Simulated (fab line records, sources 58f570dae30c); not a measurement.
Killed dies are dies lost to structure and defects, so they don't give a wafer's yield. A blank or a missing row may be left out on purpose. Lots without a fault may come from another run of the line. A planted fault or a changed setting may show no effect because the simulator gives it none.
One fault seen from 2 desks | flow berkeley_cmos170 | each desk has only its own numbers; what lay behind them comes last

THE METROLOGY DESK
What the gauges read, lot by lot, whatever tool the lot ran on: means of the sampled wafers that have a number. A lot is out of limits, marked OUT, if its mean lies more than 4 standard deviations from the usual mean; the brackets give that distance.
Columns: A = PWELL_OVL at UCB170_PWELL_OVL_MEAS_13, usual -1 nm; B = PWELL_TW at UCB170_PWELL_TW_MEAS_17, usual 376.2; C = WELLDRIVE_OXIDE_THK at UCB170_WELLDRIVE_THK_MEAS_02, usual 199 nm
lot  | first seen here | A   | B     | C
L252 | day 3 08:28     | -6  | 374.7 | 198
L263 | day 5 07:44     | 4   | 375.5 | 197
L267 | day 6 08:20     | 0   | 374.1 | 196
L268 | day 6 14:33     | -11 | 375.5 | 200
L269 | day 6 14:48     | -9  | 373.6 | 202
L272 | day 7 09:38     | 8   | 375.2 | 200
This desk's finding: nothing out of limits on any of the 6 lots.

THE TOOL OWNER'S DESK: furnace-01
The tool's own readings at UCB170_WELLDRIVE_ANNEAL_03 (time 900 s): means of the sampled wafers that have a number, for each lot that ran on this tool. A lot is out of limits, marked OUT, if its mean lies more than 4 standard deviations from the usual mean; the brackets give that distance.
Columns: A = spike_tc_centre_C at UCB170_WELLDRIVE_ANNEAL_03, usual 1103.1 C; B = spike_tc_load_C at UCB170_WELLDRIVE_ANNEAL_03, usual 1127.5 C; C = spike_tc_source_C at UCB170_WELLDRIVE_ANNEAL_03, usual 1123.8 C; D = tube_center_temp_C at UCB170_WELLDRIVE_ANNEAL_03, usual 1100 C; E = tube_center_temp_C_max at UCB170_WELLDRIVE_ANNEAL_03, usual 1102.8
lot  | first seen here | A                | B                | C                | D                      | E
L263 | day 6 01:26     | 1102.6           | 1127.0           | 1121.5           | 1100                   | 1102.6
L268 | day 7 05:32     | 1154.2 (+39) OUT | 1176.9 (+25) OUT | 1171.7 (+21) OUT | 1150 (+99 or more) OUT | 1152.3 (+99 or more) OUT
L269 | day 7 05:32     | 1152.5 (+38) OUT | 1177.6 (+25) OUT | 1171.5 (+21) OUT | 1150 (+99 or more) OUT | 1152.6 (+99 or more) OUT
This desk's finding: out of limits on L268, L269; first on L268, day 7 05:32 (spike_tc_centre_C at UCB170_WELLDRIVE_ANNEAL_03). In limits: L263.

PUT TOGETHER
The tool owner's desk could have raised an alarm at day 7 05:32, on L268, L269.
The metrology desk saw nothing out of limits.
The metrology desk has L268, L269 on record, within its limits.
Of the lots named, all ran UCB170_WELLDRIVE_ANNEAL_03 on furnace-01.

WHAT THE SIMULATOR HAD PUT IN
Process parameter drift: furnace-01, from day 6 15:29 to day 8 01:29, at UCB170_WELLDRIVE_ANNEAL_03. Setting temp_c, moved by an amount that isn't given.
Lots struck among those shown: L268, L269.
Hours from the fault's start to each desk's first reading out of limits: the tool owner's desk, 14.
